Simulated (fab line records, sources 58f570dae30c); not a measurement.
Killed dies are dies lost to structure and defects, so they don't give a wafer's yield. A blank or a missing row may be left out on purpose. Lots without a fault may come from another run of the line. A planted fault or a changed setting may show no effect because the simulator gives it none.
Which tool did it? | flow berkeley_cmos170 | 15 lots, 45 wafers sampled, at 6 steps of a route of 331

WHAT THE GAUGES READ, wafer by wafer
UCB170_START_THK_MEAS_03. Usual: START_OXIDE_THK 20.0 nm, standard deviation 0.41.
lot  | measured    | on            | START_OXIDE_THK (nm) | flag
L692 | day 1 17:11 | film_metro-03 | 20.3 20.4 20.5       |
L696 | day 2 12:04 | film_metro-03 | 19.6 19.6 19.7       |
L698 | day 2 23:50 | film_metro-03 | 20.3 20.0 20.0       |
L700 | day 3 06:51 | film_metro-03 | 20.0 20.2 20.1       |
L701 | day 3 12:08 | film_metro-02 | 20.4 19.9 20.2       |
L702 | day 3 15:52 | film_metro-03 | 19.2 19.6 19.2       |
L703 | day 3 22:38 | film_metro-01 | 20.1 20.7 20.5       |
L705 | day 4 05:25 | film_metro-01 | 20.2 20.2 20.2       |
L704 | day 4 05:26 | film_metro-03 | 20.1 19.8 20.2       |
L707 | day 4 19:20 | film_metro-02 | 19.5 19.5 19.7       |
L708 | day 5 01:01 | film_metro-02 | 19.9 19.5 19.2       |
L710 | day 5 11:07 | film_metro-02 | 19.4 19.5 19.6       |
L713 | day 5 21:13 | film_metro-02 | 20.2 19.9 20.0       |
L715 | day 6 08:28 | film_metro-03 | 20.0 20.4 20.1       |
L714 | day 6 08:29 | film_metro-02 | 19.7 20.4 19.9       |

UCB170_GATE_THK_MEAS_02. Usual: GATE_OXIDE_THK 6.56 nm, standard deviation 0.11.
lot  | measured     | on            | GATE_OXIDE_THK (nm) | flag
L692 | day 6 19:43  | film_metro-01 | 6.55 6.46 6.45      |
L696 | day 7 21:11  | film_metro-03 | 6.42 6.43 6.42      |
L698 | day 7 21:12  | film_metro-04 | 6.49 6.64 6.62      |
L700 | day 8 21:17  | film_metro-03 | 6.45 6.48 6.38      |
L701 | day 8 21:19  | film_metro-04 | 6.53 6.48 6.49      |
L702 | day 9 19:21  | film_metro-04 | 6.52 6.54 6.50      |
L703 | day 9 19:25  | film_metro-01 | 6.64 6.64 6.56      |
L705 | day 9 19:20  | film_metro-03 | 6.58 6.64 6.58      |
L704 | day 9 19:22  | film_metro-01 | 6.56 6.55 6.60      |
L707 | day 10 08:01 | film_metro-01 | 6.55 6.79 6.63      |
L708 | day 11 04:43 | film_metro-04 | 6.54 6.66 6.60      |
L710 | day 11 04:46 | film_metro-04 | 6.63 6.50 6.62      |
L713 | day 11 09:21 | film_metro-04 | 6.57 6.71 6.65      |
L715 | day 11 22:14 | film_metro-04 | 6.51 6.52 6.65      |
L714 | day 11 22:15 | film_metro-01 | 6.54 6.40 6.52      |

UCB170_NLDD_TW_MEAS_11. Usual: NLDD_TW 2191, standard deviation 16.
lot  | measured     | on            | NLDD_TW        | flag
L692 | day 7 15:35  | film_metro-01 | 2197 2204 2209 |
L696 | day 8 16:17  | film_metro-01 | 2199 2203 2214 |
L698 | day 8 16:49  | film_metro-01 | 2201 2219 2214 |
L700 | day 9 11:46  | film_metro-01 | 2444 2445 2443 | OFF
L701 | day 9 11:11  | film_metro-03 | 2169 2176 2181 |
L702 | day 10 10:41 | film_metro-02 | 2189 2199 2209 |
L703 | day 10 10:35 | film_metro-01 | 2197 2221 2212 |
L705 | day 10 10:50 | film_metro-03 | 2181 2174 2163 |
L704 | day 10 10:07 | film_metro-03 | 2413 2404 2398 | OFF
L707 | day 10 23:16 | film_metro-01 | 2441 2455 2449 | OFF
L708 | day 11 22:47 | film_metro-03 | 2180 2180 2170 |
L710 | day 11 23:04 | film_metro-01 | 2199 2216 2219 |
L713 | day 12 01:14 | film_metro-01 | 2196 2195 2197 |
L715 | day 12 11:56 | film_metro-03 | 2178 2172 2174 |
L714 | day 12 12:14 | film_metro-03 | 2170 2169 2170 |

UCB170_SDANNEAL_RS_MEAS_05: measures by four-point-probe. Usual: NLDD_RS 615.6 ohm/sq, standard deviation 1.5.
lot  | measured     | on            | NLDD_RS (ohm/sq)  | flag
L692 | day 8 05:12  | film_metro-02 | 618.0 616.9 617.3 |
L696 | day 9 08:40  | film_metro-01 | 614.3 613.3 613.0 |
L698 | day 9 08:49  | film_metro-03 | 617.9 616.0 615.7 |
L700 | day 10 04:50 | film_metro-03 | 464.2 465.2 463.6 | OFF
L701 | day 10 04:52 | film_metro-02 | 616.9 616.4 615.5 |
L702 | day 10 23:34 | film_metro-03 | 614.3 615.3 617.8 |
L703 | day 10 22:55 | film_metro-03 | 617.7 615.9 616.1 |
L705 | day 10 23:16 | film_metro-02 | 613.6 615.6 618.5 |
L704 | day 10 23:26 | film_metro-01 | 463.1 462.9 461.7 | OFF
L707 | day 11 11:01 | film_metro-02 | 465.5 465.1 466.7 | OFF
L708 | day 12 11:05 | film_metro-02 | 615.4 615.3 617.3 |
L710 | day 12 11:27 | film_metro-03 | 618.4 616.5 615.0 |
L713 | day 12 12:44 | film_metro-01 | 614.8 615.9 614.7 |
L715 | day 12 22:49 | film_metro-01 | 614.7 614.7 614.3 |
L714 | day 12 23:26 | film_metro-01 | 610.3 613.5 614.3 |

UCB170_M3_CD_MEAS_15: target cd 700 nm. Usual: cd_nm 699.9 nm, standard deviation 1.3.
lot  | measured     | on        | cd_nm (nm)        | flag
L692 | day 9 00:04  | cd_sem-02 | 698.6 700.6 702.0 |
L696 | day 10 11:17 | cd_sem-01 | 698.6 700.3 700.1 |
L698 | day 10 12:18 | cd_sem-01 | 700.0 700.5 700.9 |
L700 | day 11 01:50 | cd_sem-02 | 699.5 700.3 698.9 |
L701 | day 11 04:44 | cd_sem-01 | 698.9 698.9 699.2 |
L702 | day 12 02:11 | cd_sem-02 | 699.6 699.4 699.8 |
L703 | day 11 23:55 | cd_sem-02 | 702.4 701.4 702.3 |
L705 | day 11 23:41 | cd_sem-02 | 702.4 702.3 701.1 |
L704 | day 12 02:06 | cd_sem-01 | 699.6 700.1 701.1 |
L707 | day 12 14:19 | cd_sem-02 | 699.6 700.2 701.0 |
L708 | day 13 12:32 | cd_sem-01 | 700.4 701.2 700.3 |
L710 | day 13 14:41 | cd_sem-02 | 701.5 701.3 700.5 |
L713 | day 13 15:36 | cd_sem-02 | 700.2 700.3 701.5 |
L715 | day 13 21:37 | cd_sem-01 | 698.1 698.8 698.7 |
L714 | day 13 23:11 | cd_sem-01 | 700.2 698.9 699.8 |

WHICH TOOL RAN EACH LOT (tool, then ch and the chambers of the sampled wafers, then the start)
lot  | UCB170_NLDD_IMPLANT_09
L692 | implanter-03 ch 0, day 7 15:20
L696 | implanter-01 ch 0, day 8 16:03
L698 | implanter-03 ch 0, day 8 16:37
L700 | implanter-04 ch 0, day 9 11:11
L701 | implanter-01 ch 0, day 9 10:58
L702 | implanter-01 ch 0, day 10 10:27
L703 | implanter-04 ch 0, day 10 10:22
L705 | implanter-03 ch 0, day 10 10:35
L704 | implanter-03 ch 0, day 10 09:26
L707 | implanter-01 ch 0, day 10 22:36
L708 | implanter-01 ch 0, day 11 22:32
L710 | implanter-04 ch 0, day 11 22:49
L713 | implanter-03 ch 0, day 12 00:59
L715 | implanter-01 ch 0, day 12 11:41
L714 | implanter-03 ch 0, day 12 11:59
- UCB170_NLDD_IMPLANT_09

WHAT THE TOOLS THEMSELVES READ (means of the sampled wafers that have a number; where no wafer has one, the mark that the record gives instead)
UCB170_NLDD_IMPLANT_09. Usual: beam_on_s 10.02 s, standard deviation 0.22; faraday_current_uA 158, standard deviation 3.5.
lot  | tool         | beam_on_s (s) | faraday_current_uA | flag
L692 | implanter-03 | 9.99          | 159                |
L696 | implanter-01 | 9.79          | 162                |
L698 | implanter-03 | 9.99          | 159                |
L700 | implanter-04 | 10.00         | 159                |
L701 | implanter-01 | 10.16         | 156                |
L702 | implanter-01 | 9.96          | 159                |
L703 | implanter-04 | 10.18         | 156                |
L705 | implanter-03 | 9.99          | 159                |
L704 | implanter-03 | 10.02         | 158                |
L707 | implanter-01 | 9.88          | 161                |
L708 | implanter-01 | 9.96          | 159                |
L710 | implanter-04 | 10.08         | 158                |
L713 | implanter-03 | 10.21         | 155                |
L715 | implanter-01 | 10.09         | 157                |
L714 | implanter-03 | 9.93          | 159                |

THE ANSWER, worked out from the rows above alone
Rule: a lot is off if the mean of its wafers that have a number lies more than 3 standard deviations from the usual mean. A lot without any number at a reading at which 4 lots or more have one is off too. The other lots that the step has rows for count as sound. The gauges are gone through in route order, then the tools' own readings, and for those a lot's mean is taken as printed above. The first step at which some lot is off is used, and at that step the reading that is off furthest; a lot without a number counts as furthest.
Off: L700, L704, L707, at UCB170_NLDD_TW_MEAS_11 (NLDD_TW).
A tool fits if, at a process step before that reading, it ran every lot that is off, and no sound lot after the first of them. The gauges at UCB170_NLDD_TW_MEAS_11 are tried like those tools. None of those tried fits.

WHAT THE SIMULATOR HAD PUT IN
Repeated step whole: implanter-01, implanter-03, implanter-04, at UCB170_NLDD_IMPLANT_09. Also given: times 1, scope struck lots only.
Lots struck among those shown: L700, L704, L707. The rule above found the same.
